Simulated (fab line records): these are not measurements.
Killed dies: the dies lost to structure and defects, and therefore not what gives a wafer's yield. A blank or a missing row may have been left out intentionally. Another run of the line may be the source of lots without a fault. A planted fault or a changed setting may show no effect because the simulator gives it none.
Split-lot trial :: flow rit-cmos :: 23 wafers read from 5 lots, route of 202 steps

== SPLIT DETAILS ==
At RIT_PSD_IMPLANT_08, the setting energy-kev was moved away from the recipe's 27 on 11 of the 23 wafers read, by -2.7% to +4.4%. For the rest of the wafers, this setting stayed at what the recipe calls for.

Reading taken at the split's own step.

== THE READING ==
In nm, at RIT_PSD_IMPLANT_08: implant.drp-nm, which is the simulator's own figure and was read by no gauge. The file gives no usual value for it.

wafer: L074.1
tool, chamber at the split: implanter-03, 0
energy-kev as run: 27
against the recipe: recipe
implant.drp-nm, nm: 12.05
against lot-mates on the recipe: -

wafer: L074.2
tool, chamber at the split: implanter-03, 0
energy-kev as run: 27
against the recipe: recipe
implant.drp-nm, nm: 12.05
against lot-mates on the recipe: -

wafer: L074.4
tool, chamber at the split: implanter-03, 0
energy-kev as run: 27
against the recipe: recipe
implant.drp-nm, nm: 12.05
against lot-mates on the recipe: -

wafer: L074.5
tool, chamber at the split: implanter-03, 0
energy-kev as run: 28.18
against the recipe: +4.4%
implant.drp-nm, nm: 12.41
against lot-mates on the recipe: +0.36

wafer: L074.6
tool, chamber at the split: implanter-03, 0
energy-kev as run: 28.18
against the recipe: +4.4%
implant.drp-nm, nm: 12.41
against lot-mates on the recipe: +0.36

wafer: L078.1
tool, chamber at the split: implanter-02, 0
energy-kev as run: 27
against the recipe: recipe
implant.drp-nm, nm: 12.05
against lot-mates on the recipe: -

wafer: L078.2
tool, chamber at the split: implanter-02, 0
energy-kev as run: 27
against the recipe: recipe
implant.drp-nm, nm: 12.05
against lot-mates on the recipe: -

wafer: L078.5
tool, chamber at the split: implanter-02, 0
energy-kev as run: 27
against the recipe: recipe
implant.drp-nm, nm: 12.05
against lot-mates on the recipe: -

wafer: L079.1
tool, chamber at the split: implanter-02, 0
energy-kev as run: 26.36
against the recipe: -2.4%
implant.drp-nm, nm: 11.84
against lot-mates on the recipe: -0.21

wafer: L079.4
tool, chamber at the split: implanter-02, 0
energy-kev as run: 26.36
against the recipe: -2.4%
implant.drp-nm, nm: 11.84
against lot-mates on the recipe: -0.21

wafer: L079.6
tool, chamber at the split: implanter-02, 0
energy-kev as run: 26.36
against the recipe: -2.4%
implant.drp-nm, nm: 11.84
against lot-mates on the recipe: -0.21

wafer: L079.2
tool, chamber at the split: implanter-02, 0
energy-kev as run: 27
against the recipe: recipe
implant.drp-nm, nm: 12.05
against lot-mates on the recipe: -

wafer: L079.5
tool, chamber at the split: implanter-02, 0
energy-kev as run: 27
against the recipe: recipe
implant.drp-nm, nm: 12.05
against lot-mates on the recipe: -

wafer: L080.2
tool, chamber at the split: implanter-02, 0
energy-kev as run: 27.55
against the recipe: +2.0%
implant.drp-nm, nm: 12.22
against lot-mates on the recipe: +0.17

wafer: L080.4
tool, chamber at the split: implanter-02, 0
energy-kev as run: 27.55
against the recipe: +2.0%
implant.drp-nm, nm: 12.22
against lot-mates on the recipe: +0.17

wafer: L080.5
tool, chamber at the split: implanter-02, 0
energy-kev as run: 27.55
against the recipe: +2.0%
implant.drp-nm, nm: 12.22
against lot-mates on the recipe: +0.17

wafer: L080.3
tool, chamber at the split: implanter-02, 0
energy-kev as run: 27
against the recipe: recipe
implant.drp-nm, nm: 12.05
against lot-mates on the recipe: -

wafer: L080.6
tool, chamber at the split: implanter-02, 0
energy-kev as run: 27
against the recipe: recipe
implant.drp-nm, nm: 12.05
against lot-mates on the recipe: -

wafer: L084.1
tool, chamber at the split: implanter-03, 0
energy-kev as run: 26.26
against the recipe: -2.7%
implant.drp-nm, nm: 11.81
against lot-mates on the recipe: -0.24

wafer: L084.2
tool, chamber at the split: implanter-03, 0
energy-kev as run: 26.26
against the recipe: -2.7%
implant.drp-nm, nm: 11.81
against lot-mates on the recipe: -0.24

wafer: L084.3
tool, chamber at the split: implanter-03, 0
energy-kev as run: 26.26
against the recipe: -2.7%
implant.drp-nm, nm: 11.81
against lot-mates on the recipe: -0.24

wafer: L084.4
tool, chamber at the split: implanter-03, 0
energy-kev as run: 27
against the recipe: recipe
implant.drp-nm, nm: 12.05
against lot-mates on the recipe: -

wafer: L084.6
tool, chamber at the split: implanter-03, 0
energy-kev as run: 27
against the recipe: recipe
implant.drp-nm, nm: 12.05
against lot-mates on the recipe: -

THE FIT
A straight line over all 23 wafers: implant.drp-nm changes by +0.085 nm for each +1% of energy-kev; r = +1.00; the points scatter about the line by 0.0043 nm.
The same after taking each lot's own level away (the mean of its wafers on the recipe; 23 wafers): +0.085 nm for each +1%; r = +1.00; scatter 0.0043 nm.
Per that fit: largest energy-kev move, reading shift of 0.37 nm.
The lots' own levels span 12.050 to 12.050 nm.
The two slopes are in agreement: the lot-to-lot level therefore moves the slope only a little.
Check: for one of the wafers moved furthest among these (+4.4%), held out of the fit, the line's prediction against its lot-mates is +0.371 nm. Against them it came out at +0.36 nm.

== THE OTHER SPLITS THESE WAFERS WENT THROUGH ==
Note: prior to the reading, these wafers also went through further splits. Each is held against what the fit with the lots' levels taken away leaves over:
other split on the same wafers: RIT_PLDD_IMPLANT_08 energy-kev
wafers away from the commonest value: 5
r with implant.drp-nm (lot level and that fit taken away): -0.33

other split on the same wafers: RIT_SPACER_ETCHBACK_05 time-s
wafers away from the commonest value: 8
r with implant.drp-nm (lot level and that fit taken away): -0.14

other split on the same wafers: RIT_NSD_COAT_01 spin-rpm
wafers away from the commonest value: 10
r with implant.drp-nm (lot level and that fit taken away): -0.32

other split on the same wafers: RIT_NSD_IMPLANT_08 energy-kev
wafers away from the commonest value: 8
r with implant.drp-nm (lot level and that fit taken away): -0.15

== THE WHOLE CHAIN: every reading that the file lists as answering this split, in the file's order ==
step: RIT_PSD_IMPLANT_08
what it does: 
reading: implant.rp-nm (the simulator's own value, which no gauge read)
change (the file's fit): +0.177 nm for each +1% of the setting
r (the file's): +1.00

step: RIT_PSD_IMPLANT_08
what it does: 
reading: implant.drp-nm (the simulator's own value, which no gauge read)
change (the file's fit): +0.0846 nm for each +1% of the setting
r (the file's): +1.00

step: RIT_SDANNEAL_RS_MEAS_04
what it does: measures by four-point-probe
reading: PSD_RS
change (the file's fit): -0.589 for each +1% of the setting, in a fit together with time-s@SDANNEAL_RTA_03
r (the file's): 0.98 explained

== THE FILE'S OWN FIT ==
implant.drp-nm changes by +0.0846 nm for each +1% of energy-kev, r = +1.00.
